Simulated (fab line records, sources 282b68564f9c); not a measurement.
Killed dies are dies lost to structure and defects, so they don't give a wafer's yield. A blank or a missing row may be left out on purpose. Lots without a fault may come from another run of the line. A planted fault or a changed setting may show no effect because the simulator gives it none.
Which tool did it? | flow rit_cmos | 14 lots, 42 wafers sampled, at 2 steps of a route of 202

WHAT THE GAUGES READ, wafer by wafer
The record holds no reading of a measuring or inspecting step that can be judged against a usual standard deviation.

WHICH TOOL RAN EACH LOT (tool, then ch and the chambers of the sampled wafers, then the start)
lot  | RIT_CONTACT_ETCH_11               | RIT_M1_PROBE_99
L722 | rie_diel-01 ch 1,2,3, day 3 20:57 | -
L724 | rie_diel-04 ch 0,2,3, day 4 02:38 | -
L723 | rie_diel-01 ch 0,1, day 4 02:52   | -
L725 | rie_diel-01 ch 0,2,3, day 4 08:33 | -
L726 | rie_diel-03 ch 0,1,3, day 4 11:53 | -
L728 | rie_diel-01 ch 0,3, day 4 21:22   | prober-01, day 5 02:37
L730 | rie_diel-04 ch 0,2,3, day 5 01:08 | prober-02, day 5 06:28
L729 | rie_diel-01 ch 0,1, day 5 02:10   | prober-01, day 5 07:56
L738 | rie_diel-04 ch 0,1,3, day 6 13:48 | prober-01, day 6 19:49
L739 | rie_diel-03 ch 0,2,3, day 6 16:43 | -
L741 | rie_diel-04 ch 0,3, day 7 03:35   | -
L742 | rie_diel-04 ch 0,1,2, day 7 11:27 | -
L744 | rie_diel-04 ch 2,3, day 7 23:28   | -
L745 | rie_diel-01 ch 1,2,3, day 8 03:13 | -
- RIT_CONTACT_ETCH_11: etches SiO2 in CHF3/CF4/Ar, stops on TiSi2, target depth 480 nm, time 320 s.
- RIT_M1_PROBE_99

WHAT THE TOOLS THEMSELVES READ (means of the sampled wafers that have a number; where no wafer has one, the mark that the record gives instead)
RIT_CONTACT_ETCH_11.
lot  | tool        | O2_flow_sccm (sccm) | drypump_motor_current_A (A) | oes_product_au (a.u.) | throttle_valve_pct (%)
L722 | rie_diel-01 | 4.994               | 6.0                         | 1.007                 | 8.91
L724 | rie_diel-04 | 4.994               | 5.7                         | 0.996                 | 8.83
L723 | rie_diel-01 | 5.018               | 5.6                         | 1.002                 | 8.84
L725 | rie_diel-01 | 4.999               | 6.1                         | 1.005                 | 8.94
L726 | rie_diel-03 | 5.019               | 5.5                         | 0.996                 | 8.89
L728 | rie_diel-01 | 5.012               | 5.9                         | 1.001                 | 8.87
L730 | rie_diel-04 | 5.023               | 5.7                         | 0.996                 | 8.83
L729 | rie_diel-01 | 5.001               | 5.6                         | 0.995                 | 8.84
L738 | rie_diel-04 | 5.010               | 6.1                         | 1.005                 | 8.82
L739 | rie_diel-03 | 4.999               | 5.4                         | 1.004                 | 8.97
L741 | rie_diel-04 | 4.992               | 5.8                         | 1.008                 | 8.81
L742 | rie_diel-04 | 4.989               | 5.9                         | 0.998                 | 8.82
L744 | rie_diel-04 | 5.003               | 5.6                         | 0.984                 | 8.84
L745 | rie_diel-01 | 4.986               | 6.0                         | 1.010                 | 8.92

RIT_M1_PROBE_99.
lot  | tool      | killed_at_contacts | killed_at_front_end | killed_dies | killed_open | killed_short
L728 | prober-01 | 4.7                | 7                   | 12          | 2.7         | 4.7
L730 | prober-02 | 0.0                | 6                   | 6           | 2.3         | 4.0
L729 | prober-01 | 2.7                | 6                   | 8           | 2.7         | 2.7
L738 | prober-01 | 0.0                | 7                   | 7           | 4.0         | 3.3

THE ANSWER, worked out from the rows above alone
Rule: what is usual is taken from the lots themselves. Put in order of their means at a reading, lots are off if they are a third of the lots or fewer, leave a main group of 4 or more, and stand apart from it by a gap of 3 or more times the standard deviation of the main group's means; of several such gaps the widest counts. A main group whose means are all the same, to the digits that the tables above print for the reading, isn't used. A lot without any number at a reading at which 4 lots or more have one is off too. The other lots that the step has rows for count as sound. The gauges are gone through in route order, then the tools' own readings, and for those a lot's mean is taken as printed above. The first step at which some lot is off is used, and at that step the reading that is off furthest; a lot without a number counts as furthest.
No lot is off at any reading shown: from this, nothing can be told.

WHAT THE SIMULATOR HAD PUT IN
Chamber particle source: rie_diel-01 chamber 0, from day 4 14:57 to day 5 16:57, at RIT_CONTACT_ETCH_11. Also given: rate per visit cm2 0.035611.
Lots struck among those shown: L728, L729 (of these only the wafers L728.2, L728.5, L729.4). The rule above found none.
